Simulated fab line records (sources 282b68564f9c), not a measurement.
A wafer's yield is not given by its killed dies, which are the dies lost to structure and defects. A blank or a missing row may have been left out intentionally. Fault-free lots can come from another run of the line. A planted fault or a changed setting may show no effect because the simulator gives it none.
A struck lot beside a sound one ; flow rit cmos ; 15 out of 202 route steps
Sound: the wafers L513.3, L513.4, L513.6. The struck wafers were L522.1, L522.2, L522.4. The cause comes at the end.
For every step that has rows: the tool of each side, followed by ch and its chambers, followed by its first start. Under that, the readings that differ: sound wafers ; struck wafers ; difference of the means ; sigmas: that difference in standard deviations of wafers without a fault.
alike: words and numbers the same on both sides, and readings whose means are apart by under 2 such deviations; not compared: readings that were withheld, readings missing a value for some wafer, numbers with overlapping values and no deviation given by the record, and bounds like >300 which may hide the same value.
The two part at a step that has a row with sigmas, a row that says differs or no value, or rows on one side only. When numbers do not overlap yet have no deviation, they are printed without sigmas and do not part them. Lack of a reading on every wafer of one side parts them only where that side has two or more wafers.

first, 1 step without rows for these wafers: RIT_GATE_CLEAN_04 (cleans in dHF, time 60 s).
RIT_FOX2_THK_MEAS_91:
  sound: film metro-04 at day 3 13:56; struck: film metro-03 at day 5 08:27
  alike: FIELD_OXIDE_LEFT_2_THK
then, 2 steps without rows for these wafers: RIT_GATE_OXIDATION_05 (target thk 3 nm, ox time 270 s); RIT_GATE_ANNEAL_06 (time 600 s).
RIT_GATE_THK_MEAS_07:
  sound: film metro-03 at day 3 18:23; struck: film metro-03 at day 5 09:50
  alike: GATE_OXIDE_THK
then, 1 step without rows for these wafers: RIT_GATE_CVD_08 (deposits poly-Si from SiH4, target thk 250 nm, time 2220 s).
RIT_GATE_THK_MEAS_09:
  sound: film metro-04 at day 3 20:04; struck: film metro-03 at day 5 12:19
reading;sound;struck;difference;sigmas
GATE_POLY_THK (nm);248.6 247.7 247.9;253.4 253.4 253.4;+5.3;+2
then, 5 steps without rows for these wafers: RIT_GATE_HMDS_10 (prime time 60 s); RIT_GATE_COAT_11 (resist thk 850 nm); RIT_GATE_SOFTBAKE_12 (time 60 s); RIT_GATE_EXPOSE_13 (exposes mask M6, target cd 150 nm); RIT_GATE_PEB_14.
RIT_GATE_DEVELOP_15: develop time 50 s.
  sound on litho track-04 ch 0, day 3 20:00; struck on litho track-04 ch 0, day 5 13:00
RIT_GATE_OVL_MEAS_17:
  sound: overlay-01 at day 3 21:05; struck: overlay-02 at day 5 15:20
reading;sound;struck;difference;sigmas
hold;- - -;await dispo/1.5h/release await dispo/1.5h/release await dispo/1.5h/release;no value on the sound wafers;
  alike: GATE_OVL
RIT_M1_PROBE_99:
  sound: prober-01 at day 4 17:23; struck: prober-02 at day 6 20:08
reading;sound;struck;difference;sigmas
hold;- - -;await dispo/3.8h/scrap await dispo/3.8h/scrap await dispo/3.8h/scrap;no value on the sound wafers;
killed at front end;7 5 14;264 264 264;+255;+88
killed dies;7 5 15;264 264 264;+255;+85
killed on rim;5 0 4;70 70 70;+67;+48
  alike: killed at contacts, killed open, killed short

## WHERE THEY PART
First at RIT_GATE_THK_MEAS_09; last, within this record, at RIT_M1_PROBE_99.

WHY: what had been put in by the simulator
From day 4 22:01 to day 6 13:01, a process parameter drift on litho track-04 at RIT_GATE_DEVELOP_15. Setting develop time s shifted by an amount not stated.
